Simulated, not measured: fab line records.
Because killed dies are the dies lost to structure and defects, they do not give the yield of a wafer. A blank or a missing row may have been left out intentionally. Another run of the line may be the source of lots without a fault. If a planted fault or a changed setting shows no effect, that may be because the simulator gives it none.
The tool behind it: which one? :: flow rit cmos :: Sampling: 14 lots, 42 wafers, 2 of 202 route steps

== WHAT EACH GAUGE READ, for each wafer ==
RIT_M1_CD_MEAS_09: the cd target is 2600 nm.
lot: L306
measured: day 3 08:48
on: cd sem-01
cd nm (nm): 2601.1 2601.0 2601.9

lot: L307
measured: day 3 11:38
on: cd sem-02
cd nm (nm): 2595.7 2596.2 2600.3

lot: L308
measured: day 3 17:02
on: cd sem-01
cd nm (nm): 2596.9 2596.3 2598.4

lot: L309
measured: day 3 23:07
on: cd sem-01
cd nm (nm): 2527.8 2532.0 2530.0

lot: L310
measured: day 4 02:32
on: cd sem-01
cd nm (nm): 2600.4 2601.1 2600.1

lot: L311
measured: day 4 09:37
on: cd sem-01
cd nm (nm): 2543.0 2541.9 2542.6

lot: L312
measured: day 4 14:42
on: cd sem-01
cd nm (nm): 2597.7 2599.1 2600.7

lot: L314
measured: day 4 23:44
on: cd sem-01
cd nm (nm): 2546.7 2545.5 2546.3

lot: L320
measured: day 6 05:09
on: cd sem-01
cd nm (nm): 2599.4 2602.2 2600.7

lot: L325
measured: day 7 09:05
on: cd sem-01
cd nm (nm): 2597.7 2597.8 2596.9

lot: L326
measured: day 7 11:31
on: cd sem-02
cd nm (nm): 2596.6 2598.2 2599.2

lot: L327
measured: day 7 15:43
on: cd sem-01
cd nm (nm): 2599.9 2599.8 2598.2

lot: L328
measured: day 7 21:07
on: cd sem-01
cd nm (nm): 2597.5 2598.7 2599.9

lot: L329
measured: day 8 00:50
on: cd sem-02
cd nm (nm): 2594.9 2597.2 2596.6

== WHICH TOOL RAN EACH LOT (tool, then ch and the chambers of the sampled wafers, then the start) ==
lot: L306
RIT_M1_COAT_04: litho track-04 ch 0, day 3 07:58

lot: L307
RIT_M1_COAT_04: litho track-02 ch 0, day 3 10:47

lot: L308
RIT_M1_COAT_04: litho track-02 ch 0, day 3 16:19

lot: L309
RIT_M1_COAT_04: litho track-02 ch 0, day 3 22:16

lot: L310
RIT_M1_COAT_04: litho track-01 ch 0, day 4 01:42

lot: L311
RIT_M1_COAT_04: litho track-02 ch 0, day 4 08:46

lot: L312
RIT_M1_COAT_04: litho track-01 ch 0, day 4 13:58

lot: L314
RIT_M1_COAT_04: litho track-02 ch 0, day 4 22:57

lot: L320
RIT_M1_COAT_04: litho track-04 ch 0, day 6 04:25

lot: L325
RIT_M1_COAT_04: litho track-01 ch 0, day 7 08:22

lot: L326
RIT_M1_COAT_04: litho track-01 ch 0, day 7 10:40

lot: L327
RIT_M1_COAT_04: litho track-01 ch 0, day 7 14:52

lot: L328
RIT_M1_COAT_04: litho track-02 ch 0, day 7 20:23

lot: L329
RIT_M1_COAT_04: litho track-01 ch 0, day 8 00:07
- RIT_M1_COAT_04: resist thk 1300 nm.

== AS READ BY THE TOOLS THEMSELVES (means over the sampled wafers that have a number; for cases with no such wafer, the mark the record gives instead) ==
The record holds no such reading with a usual standard deviation.

== THE ANSWER, worked out from the rows above alone ==
Rule: usual is defined by the lots themselves. Put in order of their means at a reading, lots are off if they are a third of the lots or fewer, leave a main group of 4 or more, and stand apart from it by a gap of 3 or more times the standard deviation of the main group's means; of several such gaps the widest counts. A main group is skipped when, at the precision printed for the reading in the tables above, its means are all equal. Also off: a lot with no number at a reading for which 4 or more lots have one. Where the step has rows for the other lots, those lots are counted as sound. First the gauges in route order, then the tools' own readings, where a lot's mean is used as printed above. The first step at which some lot is off is used, and at that step the reading that is off furthest; a lot without a number counts as furthest.
Off: L309, L311, L314, at RIT_M1_CD_MEAS_09 (cd nm). For the main group the mean is 2598.7 nm and the standard deviation 1.6.
If a tool, at a process step before that reading, ran all the lots that are off and no sound lot after the first of them, it fits. Gauges at RIT_M1_CD_MEAS_09: tried the same way as those tools. None of those tried fits.

== WHAT HAD BEEN PUT IN BY THE SIMULATOR ==
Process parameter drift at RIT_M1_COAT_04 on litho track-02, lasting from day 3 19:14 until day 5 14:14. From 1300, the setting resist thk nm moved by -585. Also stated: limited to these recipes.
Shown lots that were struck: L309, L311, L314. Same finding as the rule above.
